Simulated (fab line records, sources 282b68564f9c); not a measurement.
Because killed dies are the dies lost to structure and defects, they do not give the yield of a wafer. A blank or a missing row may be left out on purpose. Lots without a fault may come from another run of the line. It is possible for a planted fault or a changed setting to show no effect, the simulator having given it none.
Which of the tools did it?    flow ritCmos    21 wafers from 7 lots sampled at 3 of the route's 202 steps

== WHAT THE GAUGES SHOWED, per wafer ==
RIT_GATE_OVL_MEAS_17.
lot   measured     on          GATE_OVL (nm)
L387  day 2 22:35  overlay-01  -3.7 -0.7 -0.6
L389  day 3 05:13  overlay-01  -1.7 -1.5 -0.5
L391  day 3 16:43  overlay-01  0.6 2.7 -0.4
L393  day 4 02:07  overlay-01  129.1 130.2 130.0
L398  day 5 05:17  overlay-02  0.0 -0.9 -3.5
L402  day 5 23:38  overlay-02  -3.7 -1.6 -3.3
L404  day 6 12:29  overlay-01  1.1 0.9 1.1

== EACH LOT AND THE TOOL THAT RAN IT (in order: tool; ch and the chambers of the sampled wafers; start) ==
lot   RIT_PWELL_SOFTBAKE_02            RIT_GATE_EXPOSE_13
L387  lithoTrack-01 ch 0, day 2 04:22  ilineStepper-01 ch 0, day 2 22:05
L389  lithoTrack-01 ch 0, day 2 13:20  ilineStepper-02 ch 0, day 3 04:40
L391  lithoTrack-02 ch 0, day 3 00:55  ilineStepper-01 ch 0, day 3 16:11
L393  lithoTrack-02 ch 0, day 3 09:42  ilineStepper-01 ch 0, day 4 01:19
L398  lithoTrack-03 ch 0, day 4 12:56  ilineStepper-02 ch 0, day 5 04:47
L402  lithoTrack-01 ch 0, day 5 05:56  ilineStepper-02 ch 0, day 5 23:08
L404  lithoTrack-02 ch 0, day 5 18:51  ilineStepper-02 ch 0, day 6 11:59
- RIT_PWELL_SOFTBAKE_02: time 62.36 s.
- RIT_GATE_EXPOSE_13: exposes mask M6, target cd 150 nm.

== THE ANSWER, worked out from the rows above alone ==
Rule: the usual values come from the lots themselves. Put in order of their means at a reading, lots are off if they are a third of the lots or fewer, leave a main group of 4 or more, and stand apart from it by a gap of 3 or more times the standard deviation of the main group's means; of several such gaps the widest counts. The tables above print the reading to a certain number of digits; a main group whose means all agree to those digits is not used. A lot without any number at a reading at which 4 lots or more have one is off too. Where the step has rows for the other lots, those lots are counted as sound.
Off: L393, at RIT_GATE_OVL_MEAS_17 (GATE_OVL). For the main group the mean is -0.9 nm and the standard deviation 1.4.
A tool fits if, at a process step before that reading, it ran every lot that is off, and no sound lot after the first of them. Gauges at RIT_GATE_OVL_MEAS_17: tried the same way as those tools. One fits: RIT_GATE_EXPOSE_13 on ilineStepper-01. A fault onset in the window from L391 (day 3 16:11, its last sound lot) to L393 (day 4 01:19, its first lot off) fits.

== WHAT WAS PUT IN BY THE SIMULATOR ==
Scanner matching overlay: ilineStepper-01, from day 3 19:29 on, at RIT_GATE_EXPOSE_13. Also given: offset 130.
Shown lots that were struck: L393. Same finding as the rule above.
